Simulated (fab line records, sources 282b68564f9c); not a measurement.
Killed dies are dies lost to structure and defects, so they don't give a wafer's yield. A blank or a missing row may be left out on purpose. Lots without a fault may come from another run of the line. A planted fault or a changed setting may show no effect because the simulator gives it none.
One fault seen from 2 desks | flow rit_cmos | each desk has only its own numbers; what lay behind them comes last

THE TOOL OWNER'S DESK: litho_track-04
The tool's own readings at RIT_GATE_COAT_11 (resist thk 850 nm): means of the sampled wafers that have a number, for each lot that ran on this tool. A lot is out of limits, marked OUT, if its mean lies more than 4 standard deviations from the usual mean; the brackets give that distance.
Columns: A = chill_plate_temp_C at RIT_GATE_COAT_11, usual 23.01 C; B = spin_speed_rpm at RIT_GATE_COAT_11, usual 4250 rpm
lot  | first seen here | A     | B
L124 | day 3 11:43     | 23.09 | 4252
L135 | day 6 03:53     | 22.91 | 4467 (+66) OUT
L136 | day 6 19:36     | 23.08 | 4463 (+64) OUT
This desk's finding: out of limits on L135, L136; first on L135, day 6 03:53 (spin_speed_rpm at RIT_GATE_COAT_11). In limits: L124.

THE METROLOGY DESK
What the gauges read, lot by lot, whatever tool the lot ran on: means of the sampled wafers that have a number. A lot is out of limits, marked OUT, if its mean lies more than 4 standard deviations from the usual mean; the brackets give that distance.
Columns: A = FIELD_OXIDE_LEFT_2_THK at RIT_FOX2_THK_MEAS_91, usual 258 nm; B = GATE_OXIDE_THK at RIT_GATE_THK_MEAS_07, usual 3.04 nm; C = GATE_POLY_THK at RIT_GATE_THK_MEAS_09, usual 250.6 nm; D = cd_nm at RIT_GATE_CD_MEAS_16, usual 149.1 nm; E = GATE_OVL at RIT_GATE_OVL_MEAS_17, usual 0.0 nm
lot  | first seen here | A   | B    | C     | D     | E
L122 | day 2 20:05     | 261 | 2.99 | 253.8 | 147.9 | -1.4
L124 | day 3 06:05     | 255 | 3.05 | 248.3 | 148.2 | 0.4
L135 | day 5 16:01     | 260 | 2.94 | 251.3 | 145.1 | 0.4
L136 | day 5 23:50     | 255 | 3.02 | 251.0 | 146.9 | 0.7
L141 | day 7 12:56     | 258 | 3.08 | 250.2 | 150.3 | 0.6
L143 | day 7 19:56     | 263 | 3.06 | 253.3 | 148.3 | 0.5
This desk's finding: nothing out of limits on any of the 6 lots.

PUT TOGETHER
The tool owner's desk could have raised an alarm at day 6 03:53, on L135, L136.
The metrology desk saw nothing out of limits.
The metrology desk has L135, L136 on record, within its limits.
Of the lots named, all ran RIT_GATE_COAT_11 on litho_track-04.

WHAT THE SIMULATOR HAD PUT IN
Process parameter drift: litho_track-04, from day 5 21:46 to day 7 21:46, at RIT_GATE_COAT_11. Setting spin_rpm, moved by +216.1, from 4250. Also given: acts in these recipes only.
Lots struck among those shown: L135, L136.
Hours from the fault's start to each desk's first reading out of limits: the tool owner's desk, 6.
